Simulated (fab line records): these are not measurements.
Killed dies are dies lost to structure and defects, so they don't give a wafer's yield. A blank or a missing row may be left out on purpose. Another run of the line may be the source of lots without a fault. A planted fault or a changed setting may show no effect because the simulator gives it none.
Problem report, 8D (eight disciplines) form, completed by code	flow berkeleyCmos170	the parts of the form that need people (team, actions taken, sign-off) are left out

== 1. PROBLEM STATEMENT ==
SPACER_TEOS_THK at UCB170_SPACER_THK_MEAS_01 reads a mean of 424 nm on 1 wafer of 1 lot; wafers without a fault read 377 nm with a standard deviation of 5.8. Measured from the usual mean, that is +8.1 standard deviations.
Seen first at day 11 08:28 on filmMetro-04, wafer L204.6. At this step, 39 wafers from 13 lots have a number in the record. Rule for "out" (also "out of limits"): further than 4 standard deviations from the usual mean. All remaining wafers that have a number are taken as sound.

== 2. WHAT IT IS; WHAT IT IS NOT ==
question	is	is not
which readings at this step	SPACER_TEOS_THK	-
which lots	L204	L188, L189, L190, L193, L194, L195, L196, L198, L200, L202, L205, L211
which wafers of those lots	L204.6	L204.1, L204.4
read on which gauges	filmMetro-04	filmMetro-01, filmMetro-02
when	from day 11 08:28	up to then (32 sound wafers); but 6 sound wafers of L205, L211 came after

== 3. THE SUSPECTS, EACH WITH WHAT RULES IT OUT ==
Counting: if a tool at a process step up to the reading ran every lot that is out, it stays a suspect. Sound lots after the first of them don't rule it out here, since some wafers of a struck lot are sound.
- the gauge at UCB170_SPACER_THK_MEAS_01: kept. All the wafers that are out were read on filmMetro-04, and no step on other tools shows them out.
- plasmaAsher-04 at UCB170_NLDD_STRIP_10 (strips in O2): kept. The lot that is out, L204, ran on it at day 11 08:04; the last sound lot it ran before that was L202, at day 11 03:39.
- pecvd-02 at UCB170_SPACER_CVD_00 (deposits SiO2 from TEOS/O2, target thk 376 nm, time 47 s): kept. The lot that is out, L204, ran on it at day 11 08:25; the last sound lot it ran before that was L200, at day 10 08:21.
- At UCB170_NLDD_STRIP_10 on plasmaAsher-04, chamber 1 took the sound wafers of the same lots and chamber 0 took the wafers that are out.
- At UCB170_SPACER_CVD_00 on pecvd-02, chamber 2 took the sound wafers of the same lots and chamber 0 took the wafers that are out.
The count leaves plasmaAsher-04 at UCB170_NLDD_STRIP_10, pecvd-02 at UCB170_SPACER_CVD_00, and filmMetro-04 at UCB170_SPACER_THK_MEAS_01.

== 4. THE CAUSE (what the simulator had put in) ==
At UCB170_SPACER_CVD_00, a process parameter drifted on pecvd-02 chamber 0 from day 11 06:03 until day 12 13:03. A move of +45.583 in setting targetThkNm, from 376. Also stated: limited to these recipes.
3 suspects survive the count, and this tool is in that group.

== 5. SEQUENCE OF EFFECTS, ordered by route ==
Each row: a reading where the mean over the struck wafers with a number is more than 3 standard deviations away from the usual. Readings are gone through only where the record gives a usual standard deviation; hours: the median, over the lots, of the time from a lot's start at the first step in this table giving one to that lot's start at this step; sigmas: the change measured in usual standard deviations.
hours	step	reading	usual	on struck wafers	change	sigmas
0	UCB170_SPACER_THK_MEAS_01	SPACER_TEOS_THK	377 nm	424	+47	+8.1
2	UCB170_SPACER_ETCHBACK_03	oesProductAu	0.907 a.u.	0.959	+0.052	+3.2
The process steps in it:
- UCB170_SPACER_ETCHBACK_03: etches SiO2 in CHF3/CF4/Ar, stops on Si, target depth 376 nm, time 100 s.

== 6. HOW IT WOULD HAVE BEEN CAUGHT EARLIER ==
In this record the first reading out of limits at a measuring or inspecting step was taken at day 11 08:28, 2 hours after the fault began at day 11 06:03.
An alarm limit of 4 standard deviations would not have fired on the tool readings at UCB170_SPACER_CVD_00 for which the record gives a usual standard deviation, since none of them was out on any struck wafer.
The start of UCB170_SPACER_CVD_00 on pecvd-02 came by day 11 08:28 for every one of the lots that are out (1). Had the tool been put on hold then, not one of them would have been saved.
